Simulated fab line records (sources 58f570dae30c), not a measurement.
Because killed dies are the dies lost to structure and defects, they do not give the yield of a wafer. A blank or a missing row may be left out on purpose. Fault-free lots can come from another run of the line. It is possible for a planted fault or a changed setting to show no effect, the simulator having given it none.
Which tool was responsible? -- flow berkeley cmos170 -- 14 lots with 42 wafers sampled at 5 steps, on a route of 331 steps

== WHAT THE GAUGES SHOWED, per wafer ==
UCB170_GATE_OVL_MEAS_13.
lot,measured,on,GATE_OVL (nm)
L657,day 7 06:47,overlay-01,-4 4 0
L659,day 7 16:28,overlay-02,-5 -4 -2
L660,day 8 12:02,overlay-01,-6 6 2
L662,day 8 12:20,overlay-02,1 0 7
L663,day 8 12:35,overlay-01,3 3 5
L665,day 9 07:11,overlay-01,3 -5 11
L664,day 9 07:28,overlay-01,-3 -3 -5
L667,day 10 05:29,overlay-01,0 -1 4
L673,day 11 13:44,overlay-01,3 -4 3
L674,day 11 14:17,overlay-02,2 2 3
L672,day 11 14:34,overlay-02,-6 -10 3
L676,day 11 18:12,overlay-01,5 6 4
L678,day 12 05:35,overlay-02,-2 16 7
L679,day 12 05:49,overlay-02,-5 -1 5

UCB170_CONTACT_THK_MEAS_02.
lot,measured,on,CONTACT_PSG_THK (nm)
L657,day 8 08:50,film metro-04,716 711 716
L659,day 8 14:35,film metro-04,717 717 715
L660,day 9 13:49,film metro-04,714 707 702
L662,day 9 13:50,film metro-03,711 709 712
L663,day 9 13:49,film metro-01,711 713 709
L665,day 10 07:23,film metro-04,769 766 763
L664,day 10 07:22,film metro-03,775 778 774
L667,day 11 01:20,film metro-04,707 712 708
L673,day 12 15:10,film metro-03,706 702 706
L674,day 12 15:13,film metro-04,711 711 712
L672,day 12 15:10,film metro-04,708 712 713
L676,day 12 15:13,film metro-01,706 711 709
L678,day 13 03:04,film metro-03,705 696 699
L679,day 13 01:16,film metro-03,720 717 717

== TOOL THAT RAN EACH LOT (tool first, then ch and the chambers of the sampled wafers, then the start) ==
lot,UCB170_GATE_ETCH_14,UCB170_SPACER_CVD_00,UCB170_CONTACT_CVD_01
L657,"rie diel-02 ch 0,2, day 7 06:49","pecvd-03 ch 1,2, day 7 15:38","lpcvd-01 ch 0, day 8 07:03"
L659,"rie diel-01 ch 0,2,3, day 7 16:30","pecvd-03 ch 1,2, day 7 20:56","lpcvd-02 ch 1, day 8 12:47"
L660,"rie diel-03 ch 2,3, day 8 12:04","pecvd-01 ch 0,1, day 8 16:31","lpcvd-01 ch 1, day 9 12:02"
L662,"rie diel-01 ch 0,1,3, day 8 12:22","pecvd-03 ch 0,1,2, day 8 17:03","lpcvd-01 ch 0, day 9 12:02"
L663,"rie diel-03 ch 0,2,3, day 8 12:37","pecvd-03 ch 0,2, day 8 17:29","lpcvd-01 ch 1, day 9 12:02"
L665,"rie diel-01 ch 0,3, day 9 07:13","pecvd-03 ch 0,1, day 9 11:24","lpcvd-01 ch 0, day 10 05:35"
L664,"rie diel-02 ch 0,2,3, day 9 07:29","pecvd-01 ch 0,1,2, day 9 11:41","lpcvd-01 ch 1, day 10 05:35"
L667,"rie diel-01 ch 0,1,2, day 10 05:31","pecvd-02 ch 1,2, day 10 10:50","lpcvd-02 ch 1, day 10 23:32"
L673,"rie diel-01 ch 0,2, day 11 13:47","pecvd-02 ch 1,2, day 11 22:45","lpcvd-02 ch 1, day 12 13:22"
L674,"rie diel-02 ch 0,3, day 11 14:20","pecvd-03 ch 1,2, day 11 23:18","lpcvd-02 ch 0, day 12 13:22"
L672,"rie diel-03 ch 0,2,3, day 11 14:37","pecvd-01 ch 1,2, day 11 23:01","lpcvd-02 ch 1, day 12 13:22"
L676,"rie diel-01 ch 0,1,2, day 11 18:14","pecvd-02 ch 0,2, day 12 01:31","lpcvd-02 ch 0, day 12 13:22"
L678,"rie diel-01 ch 1,2,3, day 12 05:37","pecvd-03 ch 0,1, day 12 12:40","lpcvd-01 ch 0, day 13 01:16"
L679,"rie diel-03 ch 0,2,3, day 12 05:52","pecvd-01 ch 0,2, day 12 12:19","lpcvd-01 ch 0, day 12 23:29"
- UCB170_GATE_ETCH_14: etches BARC in N2/H2.
- UCB170_SPACER_CVD_00: deposits SiO2 from TEOS/O2, target thk 376 nm, time 47 s.
- UCB170_CONTACT_CVD_01: deposits PSG from SiH4/O2/PH3, target thk 700 nm, time 2820 s.

== WHAT THE TOOLS THEMSELVES READ (means of the sampled wafers that have a number; where no wafer has one, the mark that the record gives instead) ==
UCB170_GATE_ETCH_14.
lot,tool,chamber pressure mTorr (mTorr),drypump motor current A (A),oes product au (a.u.),throttle valve pct (%)
L657,rie diel-02,29.989,6.0,0.994,13.00
L659,rie diel-01,29.986,5.8,1.006,13.29
L660,rie diel-03,30.011,5.7,1.006,13.25
L662,rie diel-01,29.993,5.7,1.009,13.36
L663,rie diel-03,29.991,5.6,0.993,13.32
L665,rie diel-01,30.015,5.3,0.985,13.29
L664,rie diel-02,29.989,6.2,0.996,13.18
L667,rie diel-01,30.015,6.0,0.993,13.35
L673,rie diel-01,30.019,6.1,0.992,13.27
L674,rie diel-02,29.997,6.4,0.999,13.39
L672,rie diel-03,29.988,5.7,0.989,13.32
L676,rie diel-01,30.025,6.0,1.001,13.35
L678,rie diel-01,29.995,6.2,1.008,13.34
L679,rie diel-03,30.028,5.7,0.994,13.32

UCB170_SPACER_CVD_00.
lot,tool,heater power w (W)
L657,pecvd-03,196
L659,pecvd-03,195
L660,pecvd-01,213
L662,pecvd-03,205
L663,pecvd-03,204
L665,pecvd-03,251
L664,pecvd-01,214
L667,pecvd-02,256
L673,pecvd-02,272
L674,pecvd-03,254
L672,pecvd-01,180
L676,pecvd-02,238
L678,pecvd-03,231
L679,pecvd-01,270

UCB170_CONTACT_CVD_01.
lot,tool,o2 flow sccm (sccm),zone power centre pct (%)
L657,lpcvd-01,89.97,18.4
L659,lpcvd-02,89.89,18.8
L660,lpcvd-01,90.27,21.2
L662,lpcvd-01,90.16,18.8
L663,lpcvd-01,89.88,21.2
L665,lpcvd-01,107.89,18.3
L664,lpcvd-01,107.92,21.3
L667,lpcvd-02,90.07,18.9
L673,lpcvd-02,89.73,18.9
L674,lpcvd-02,89.80,17.2
L672,lpcvd-02,90.03,18.8
L676,lpcvd-02,89.76,17.3
L678,lpcvd-01,90.16,18.4
L679,lpcvd-01,89.98,18.5

== THE ANSWER, worked out from the rows above alone ==
Rule: usual is defined by the lots themselves. The widest of any qualifying gaps counts: lots, ordered by their means at a reading, are off when they make up no more than a third of the lots, leave a main group of 4 or more, and stand apart from it by 3 or more times the standard deviation of that group's means. If all means in a main group match to the digits the tables above print for the reading, that group is not used. Also off: a lot with no number at a reading for which 4 or more lots have one. All remaining lots with rows at the step are treated as sound. After the gauges, taken in route order, come the tools' own readings; for these a lot's mean is taken, as printed above. The first step at which some lot is off is used, and at that step the reading that is off furthest; a lot without a number counts as furthest.
Off: at UCB170_CONTACT_THK_MEAS_02 (CONTACT_PSG_THK), L665, L664. The main group: mean 710 nm, standard deviation 4.7.
If a tool, at a process step before that reading, ran all the lots that are off and no sound lot after the first of them, it fits. Not tried: the gauges at UCB170_CONTACT_THK_MEAS_02; whatever is off there is also off at UCB170_CONTACT_CVD_01, on other tools, and gauge error can't account for it. Of those tried, none fits.

== WHAT THE SIMULATOR PUT IN ==
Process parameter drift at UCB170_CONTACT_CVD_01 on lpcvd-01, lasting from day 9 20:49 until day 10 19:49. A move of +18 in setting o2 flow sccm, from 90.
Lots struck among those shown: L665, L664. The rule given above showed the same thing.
